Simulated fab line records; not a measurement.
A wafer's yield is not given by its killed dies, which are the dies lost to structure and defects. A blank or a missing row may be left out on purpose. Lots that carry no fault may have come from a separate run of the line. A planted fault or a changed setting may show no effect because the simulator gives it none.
Which of the tools did it? | flow berkeley cmos170 | 14 lots, 42 wafers sampled, at 1 step of a route of 331

== WHAT EACH GAUGE READ, for each wafer ==
UCB170_SDANNEAL_RS_MEAS_03: a four-point-probe measurement.
lot  | measured     | on            | NSD_RS (ohm/sq)
L837 | day 7 02:12  | film metro-01 | 37.37 37.31 37.43
L838 | day 7 04:13  | film metro-04 | 37.26 37.19 37.15
L839 | day 7 11:55  | film metro-01 | 37.31 37.33 37.29
L842 | day 7 12:02  | film metro-02 | 37.10 37.16 37.21
L841 | day 7 12:29  | film metro-01 | 37.26 37.25 37.29
L840 | day 7 12:41  | film metro-02 | 37.29 37.36 37.36
L848 | day 8 20:36  | film metro-02 | 37.30 37.29 37.32
L851 | day 9 19:56  | film metro-02 | 37.35 37.37 37.34
L855 | day 10 12:04 | film metro-02 | 37.38 37.37 37.37
L856 | day 10 12:08 | film metro-04 | 37.12 37.25 37.25
L857 | day 11 05:08 | film metro-04 | 37.22 37.24 37.08
L859 | day 11 09:46 | film metro-04 | 37.14 37.19 37.24
L858 | day 11 09:55 | film metro-01 | 37.36 37.39 37.26
L860 | day 11 10:16 | film metro-04 | 37.19 37.22 37.14

== WHICH TOOL RAN EACH LOT (tool, then ch and the chambers of the sampled wafers, then the start) ==
The record shows no process step preceding these readings.

== AS READ BY THE TOOLS THEMSELVES (means over the sampled wafers that have a number; for cases with no such wafer, the mark the record gives instead) ==
The record holds no such reading with a usual standard deviation.

== THE ANSWER, worked out from the rows above alone ==
Rule: usual is defined by the lots themselves. The widest of any qualifying gaps counts: lots, ordered by their means at a reading, are off when they make up no more than a third of the lots, leave a main group of 4 or more, and stand apart from it by 3 or more times the standard deviation of that group's means. The tables above print the reading to a certain number of digits; a main group whose means all agree to those digits is not used. A lot without any number at a reading at which 4 lots or more have one is off too. Where the step has rows for the other lots, those lots are counted as sound. After the gauges, taken in route order, come the tools' own readings; for these a lot's mean is taken, as printed above. The first step at which some lot is off is used, and at that step the reading that is off furthest; a lot without a number counts as furthest.
No lot is off on any of the readings shown, so nothing can be concluded from this.

== WHAT HAD BEEN PUT IN BY THE SIMULATOR ==
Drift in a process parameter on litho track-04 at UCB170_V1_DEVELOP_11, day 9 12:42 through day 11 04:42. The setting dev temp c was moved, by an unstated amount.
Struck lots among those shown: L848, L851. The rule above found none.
